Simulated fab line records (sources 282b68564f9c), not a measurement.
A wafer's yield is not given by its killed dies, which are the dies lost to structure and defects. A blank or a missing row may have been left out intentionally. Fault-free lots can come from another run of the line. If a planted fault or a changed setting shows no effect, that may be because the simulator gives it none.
The tool behind it: which one? -- flow rit-cmos -- 14 lots, 42 wafers sampled, at 1 step of a route of 202

== WHAT THE GAUGES READ, wafer by wafer ==
The record holds no reading of a measuring or inspecting step that can be judged against a usual standard deviation.

== TOOL THAT RAN EACH LOT (tool first, then ch and the chambers of the sampled wafers, then the start) ==
lot,RIT_NSD_EXPOSE_03
L603,"iline-stepper-01 ch 0, day 3 03:52"
L604,"iline-stepper-01 ch 0, day 3 07:41"
L605,"iline-stepper-02 ch 0, day 3 14:48"
L607,"iline-stepper-02 ch 0, day 3 21:41"
L609,"iline-stepper-02 ch 0, day 4 06:10"
L611,"iline-stepper-01 ch 0, day 4 19:21"
L612,"iline-stepper-01 ch 0, day 4 21:46"
L613,"iline-stepper-02, day 5 04:49"
L614,"iline-stepper-02, day 5 09:35"
L616,"iline-stepper-01 ch 0, day 5 16:37"
L623,"iline-stepper-01 ch 0, day 7 11:58"
L624,"iline-stepper-02 ch 0, day 7 15:58"
L625,"iline-stepper-02 ch 0, day 7 20:19"
L626,"iline-stepper-02 ch 0, day 8 00:29"
- RIT_NSD_EXPOSE_03: exposes mask M9, target cd 40700 nm.

== AS READ BY THE TOOLS THEMSELVES (means over the sampled wafers that have a number; for cases with no such wafer, the mark the record gives instead) ==
RIT_NSD_EXPOSE_03. Usual: exposure-dose-mJ-cm2 249.98, standard deviation 0.21; focus-offset-nm 0.1 nm, standard deviation 0.5.
lot,tool,exposure-dose-mJ-cm2,focus-offset-nm (nm),flag
L603,iline-stepper-01,250.04,0.3,
L604,iline-stepper-01,250.26,-0.3,
L605,iline-stepper-02,250.08,0.2,
L607,iline-stepper-02,249.93,-0.1,
L609,iline-stepper-02,249.96,-0.0,
L611,iline-stepper-01,250.03,-0.2,
L612,iline-stepper-01,250.04,0.5,
L613,iline-stepper-02,-,-,OFF
L614,iline-stepper-02,-,-,OFF
L616,iline-stepper-01,249.86,-0.0,
L623,iline-stepper-01,250.10,0.1,
L624,iline-stepper-02,250.20,0.2,
L625,iline-stepper-02,250.10,0.1,
L626,iline-stepper-02,249.82,0.1,

== THE ANSWER, worked out from the rows above alone ==
Rule: take the mean of a lot's wafers that have a number; if it is more than 3 standard deviations from the usual mean, the lot is off. Also off: a lot with no number at a reading for which 4 or more lots have one. All remaining lots with rows at the step are treated as sound. First the gauges in route order, then the tools' own readings, where a lot's mean is used as printed above. The first step at which some lot is off is used, and at that step the reading that is off furthest; a lot without a number counts as furthest.
Off: L613, L614, at RIT_NSD_EXPOSE_03 (exposure-dose-mJ-cm2). Without a number there: L613, L614.
A tool fits if, at that step or a process step before it, it ran every lot that is off, and no sound lot after the first of them. Not one of the candidates tried fits.

== WHAT THE SIMULATOR HAD INSERTED ==
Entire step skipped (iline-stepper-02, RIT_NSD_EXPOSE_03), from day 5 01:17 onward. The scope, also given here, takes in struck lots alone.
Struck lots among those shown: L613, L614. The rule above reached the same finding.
